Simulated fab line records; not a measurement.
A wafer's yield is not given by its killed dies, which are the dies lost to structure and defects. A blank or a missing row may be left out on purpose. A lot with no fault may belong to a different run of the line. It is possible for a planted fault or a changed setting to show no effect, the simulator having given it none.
Which tool is to blame? ; flow berkeley_cmos170 ; 15 lots, 45 wafers sampled, at 4 steps of a route of 331

WHAT THE GAUGES SHOWED, per wafer
UCB170_SCREENOX_THK_MEAS_02. Usual: for SCREENOX_OXIDE_THK the level is 14.5 nm and the standard deviation is 0.31.
lot;measured;on;SCREENOX_OXIDE_THK (nm);flag
L255;day 6 16:31;film_metro-04;14.5 14.6 14.6;
L258;day 7 02:58;film_metro-02;14.9 14.9 15.0;
L256;day 7 02:59;film_metro-01;14.5 14.7 14.8;
L257;day 7 02:59;film_metro-04;14.5 14.3 14.7;
L259;day 7 19:54;film_metro-01;14.2 14.5 14.3;
L260;day 8 10:56;film_metro-01;14.6 14.3 14.4;
L264;day 8 21:27;film_metro-02;14.8 14.8 14.7;
L265;day 9 08:38;film_metro-01;13.9 14.1 13.9;
L266;day 9 08:38;film_metro-04;14.1 14.3 14.1;
L267;day 9 08:40;film_metro-02;14.0 14.3 14.4;
L268;day 10 01:44;film_metro-01;14.2 14.4 14.2;
L274;day 10 17:25;film_metro-01;14.7 14.7 14.8;
L273;day 10 17:26;film_metro-04;14.7 14.8 14.8;
L271;day 10 17:27;film_metro-02;14.9 15.0 15.1;
L272;day 10 17:29;film_metro-04;14.8 14.9 15.1;

UCB170_PVT_OVL_MEAS_06. Usual: for PVT_OVL the level is -2 nm and the standard deviation is 4.6.
lot;measured;on;PVT_OVL (nm);flag
L255;day 7 07:41;overlay-02;-4 1 -3;
L258;day 7 12:10;overlay-01;- - -;OFF
L256;day 7 12:26;overlay-01;- - -;OFF
L257;day 7 11:53;overlay-01;3 0 4;
L259;day 8 07:40;overlay-02;- - -;OFF
L260;day 8 23:56;overlay-01;3 1 4;
L264;day 9 05:25;overlay-02;-2 1 -4;
L265;day 9 16:49;overlay-01;-9 -6 -13;
L266;day 9 17:07;overlay-02;-8 -5 -10;
L267;day 9 17:33;overlay-01;1 -1 -1;
L268;day 10 11:31;overlay-01;-7 1 -2;
L274;day 11 05:36;overlay-02;-7 1 -4;
L273;day 11 04:19;overlay-02;-4 -7 -2;
L271;day 11 05:02;overlay-01;-8 -2 -6;
L272;day 11 05:19;overlay-02;-5 -1 2;

UCB170_GATE_CD_MEAS_12: target cd 350 nm. Usual: cd_nm at 349.8 nm, with a standard deviation of 1.2.
lot;measured;on;cd_nm (nm);flag
L255;day 7 20:32;cd_sem-02;351.4 351.6 351.1;
L258;day 8 05:01;cd_sem-01;349.1 350.6 351.7;
L256;day 8 04:54;cd_sem-01;350.4 351.7 351.1;
L257;day 8 04:47;cd_sem-01;349.6 349.1 350.2;
L259;day 8 23:50;cd_sem-02;349.4 348.4 347.7;
L260;day 9 10:58;cd_sem-02;349.8 349.6 350.1;
L264;day 9 18:07;cd_sem-02;348.8 348.3 349.5;
L265;day 10 08:44;cd_sem-01;348.5 350.6 348.4;
L266;day 10 08:59;cd_sem-01;349.3 349.6 349.4;
L267;day 10 08:49;cd_sem-02;351.3 351.9 350.5;
L268;day 11 07:02;cd_sem-02;350.9 350.2 350.4;
L274;day 11 15:17;cd_sem-01;349.1 348.7 348.4;
L273;day 11 15:13;cd_sem-02;349.8 350.3 349.0;
L271;day 11 14:55;cd_sem-02;350.7 350.3 348.9;
L272;day 11 14:55;cd_sem-01;349.4 349.8 350.5;

TOOL THAT RAN EACH LOT (tool first, then ch and the chambers of the sampled wafers, then the start)
lot;UCB170_PVT_EXPOSE_03
L255;krf_scanner-01 ch 0, day 7 07:06
L258;krf_scanner-02, day 7 11:44
L256;krf_scanner-02, day 7 11:53
L257;krf_scanner-01 ch 0, day 7 11:31
L259;krf_scanner-02, day 8 06:28
L260;krf_scanner-01 ch 0, day 8 22:51
L264;krf_scanner-01 ch 0, day 9 04:33
L265;krf_scanner-02 ch 0, day 9 16:23
L266;krf_scanner-01 ch 0, day 9 16:40
L267;krf_scanner-02 ch 0, day 9 17:01
L268;krf_scanner-01 ch 0, day 10 10:38
L274;krf_scanner-02 ch 0, day 11 04:32
L273;krf_scanner-02 ch 0, day 11 03:13
L271;krf_scanner-02 ch 0, day 11 04:04
L272;krf_scanner-02 ch 0, day 11 04:12
- UCB170_PVT_EXPOSE_03: exposes mask NWELL, target cd 3000 nm.

AS READ BY THE TOOLS THEMSELVES (means over the sampled wafers that have a number; for cases with no such wafer, the mark the record gives instead)
UCB170_PVT_EXPOSE_03. Usual: exposure_dose_mJ_cm2 30.008, standard deviation 0.027; focus_offset_nm 0.0 nm, standard deviation 0.55.
lot;tool;exposure_dose_mJ_cm2;focus_offset_nm (nm);flag
L255;krf_scanner-01;30.001;0.4;
L258;krf_scanner-02;-;-;OFF
L256;krf_scanner-02;-;-;OFF
L257;krf_scanner-01;30.011;0.1;
L259;krf_scanner-02;-;-;OFF
L260;krf_scanner-01;29.996;-0.1;
L264;krf_scanner-01;30.005;-0.3;
L265;krf_scanner-02;30.024;0.0;
L266;krf_scanner-01;30.046;-0.1;
L267;krf_scanner-02;30.024;1.2;
L268;krf_scanner-01;30.014;-0.9;
L274;krf_scanner-02;30.021;-0.4;
L273;krf_scanner-02;29.963;-0.5;
L271;krf_scanner-02;29.987;-0.2;
L272;krf_scanner-02;30.041;-0.0;

THE ANSWER, worked out from the rows above alone
Rule: lot off if the mean of its wafers having a number is beyond 3 standard deviations from the usual mean. Also off: a lot with no number at a reading for which 4 or more lots have one. The other lots that the step has rows for count as sound. Order of review: gauges by route order, followed by the tools' own readings, for which a lot's mean as printed above is used. The first step at which some lot is off is used, and at that step the reading that is off furthest; a lot without a number counts as furthest.
Off: L258, L256, L259, seen at UCB170_PVT_OVL_MEAS_06 (PVT_OVL). Without a number there: L258, L256, L259.
If a tool, at a process step before that reading, ran all the lots that are off and no sound lot after the first of them, it fits. The gauges at UCB170_PVT_OVL_MEAS_06 aren't tried: what is off there is off at UCB170_PVT_EXPOSE_03 too, on other tools, and a gauge's error can't cause that. None of those tried fits.

WHAT THE SIMULATOR HAD PUT IN
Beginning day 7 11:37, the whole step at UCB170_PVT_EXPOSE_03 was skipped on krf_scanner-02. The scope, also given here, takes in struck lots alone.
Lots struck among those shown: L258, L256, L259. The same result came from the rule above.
